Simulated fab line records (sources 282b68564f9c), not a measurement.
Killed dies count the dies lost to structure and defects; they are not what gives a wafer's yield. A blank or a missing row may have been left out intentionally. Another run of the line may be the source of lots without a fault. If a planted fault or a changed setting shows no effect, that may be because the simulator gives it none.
A struck lot beside a sound one ; flow ritCmos ; 22 steps out of a route of 202
Sound: the wafers L372.1, L372.2, L372.4. Struck: wafers L369.1, L369.3, L369.4. The cause is given at the end.
Per side, at each step with rows, come the tool, then ch with its chambers, and then its first start. Under that, the readings that differ: sound wafers ; struck wafers ; difference of the means ; sigmas: that difference in standard deviations of wafers without a fault.
alike: readings whose means differ by less than 2 such deviations, and words and numbers that are the same on both sides. not compared: withheld readings, readings that some wafer has no value for, bounds like >300 that may hide the same value, and numbers for which the record gives no deviation and whose values overlap.
The two part at a step that has a row with sigmas, a row that says differs or no value, or rows on one side only. Numbers that don't overlap but have no deviation are shown without sigmas and don't part them. A reading that every wafer of one side lacks parts them only if that side has two wafers or more.

first, 2 steps without rows for these wafers: RIT_NSD_HARDBAKE_07 (time 60 s); RIT_NSD_IMPLANT_08.
RIT_NSD_STRIP_09: strips in O2, time 180 s.
  sound on plasmaAsher-04 ch 0,1, day 5 08:31; struck on plasmaAsher-02 ch 0,1, day 4 15:28
  alike: drypumpMotorCurrentA
  not compared: rfHoursCounterH
RIT_NSD_TW_MEAS_10:
  sound on filmMetro-03, day 5 08:41; struck on filmMetro-01, day 4 15:38
reading;sound;struck;difference;sigmas
NSD_TW;3174 3161 3159;3103 3108 3103;-60;-2
then, 6 steps without rows for these wafers: RIT_PSD_HMDS_00 (prime time 60 s); RIT_PSD_COAT_01 (resist thk 1000 nm); RIT_PSD_SOFTBAKE_02 (time 60 s); RIT_PSD_EXPOSE_03 (exposes mask M10, target cd 40900 nm); RIT_PSD_PEB_04; RIT_PSD_DEVELOP_05 (develop time 50 s).
RIT_PSD_OVL_MEAS_06:
  sound on overlay-02, day 5 09:36; struck on overlay-02, day 4 16:32
  alike: PSD_OVL
then, 1 step without rows for these wafers: RIT_PSD_HARDBAKE_07 (time 60 s).
RIT_PSD_IMPLANT_08:
  sound on implanter-01 ch 0, day 5 09:47; struck on implanter-03 ch 0, day 4 17:03
  alike: beamEnergyKeV
RIT_PSD_STRIP_09: strips in O2, time 180 s.
  sound on plasmaAsher-02 ch 0,1, day 5 09:56; struck on plasmaAsher-02 ch 0,1, day 4 17:12
  alike: drypumpMotorCurrentA
  not compared: rfHoursCounterH
RIT_PSD_TW_MEAS_10:
  sound on filmMetro-03, day 5 10:07; struck on filmMetro-04, day 4 17:22
reading;sound;struck;difference;sigmas
PSD_TW;3492 3497 3491;3602 3578 3591;+97;+3
then, 3 steps without rows for these wafers: RIT_SDANNEAL_CLEAN_00 (cleans in SC1, time 600 s); RIT_SDANNEAL_CLEAN_01 (cleans in dHF, time 30 s); RIT_SDANNEAL_CLEAN_02 (cleans in SC2, time 600 s).
RIT_SDANNEAL_RTA_03: time 5 s.
  sound on rtpAnneal-01 ch 0, day 5 10:32; struck on rtpAnneal-02 ch 0, day 4 17:48
  alike: wafer_temp_C_max
RIT_SDANNEAL_RS_MEAS_04: uses a four-point probe to measure.
  sound on filmMetro-04, day 5 10:36; struck on filmMetro-01, day 4 17:52
reading;sound;struck;difference;sigmas
PSD_RS (ohm/sq);115.93 116.19 116.52;107.59 107.77 107.51;-8.59;-31
RIT_SDANNEAL_RS_MEAS_05: uses a four-point probe to measure.
  sound on filmMetro-04, day 5 10:43; struck on filmMetro-01, day 4 17:59
  alike: NSD_RS
RIT_M1_PROBE_99:
  sound on prober-01, day 5 18:05; struck on prober-02, day 5 02:01
  alike: killedAtContacts, killedAtFrontEnd, killedDies, killedOpen, killedShort

## WHERE THEY PART
At RIT_NSD_TW_MEAS_10 first; at RIT_SDANNEAL_RS_MEAS_04 last (within this record only). Later steps at which nothing parts them and some readings are alike: RIT_SDANNEAL_RS_MEAS_05, RIT_M1_PROBE_99.

WHY: what had been put in by the simulator
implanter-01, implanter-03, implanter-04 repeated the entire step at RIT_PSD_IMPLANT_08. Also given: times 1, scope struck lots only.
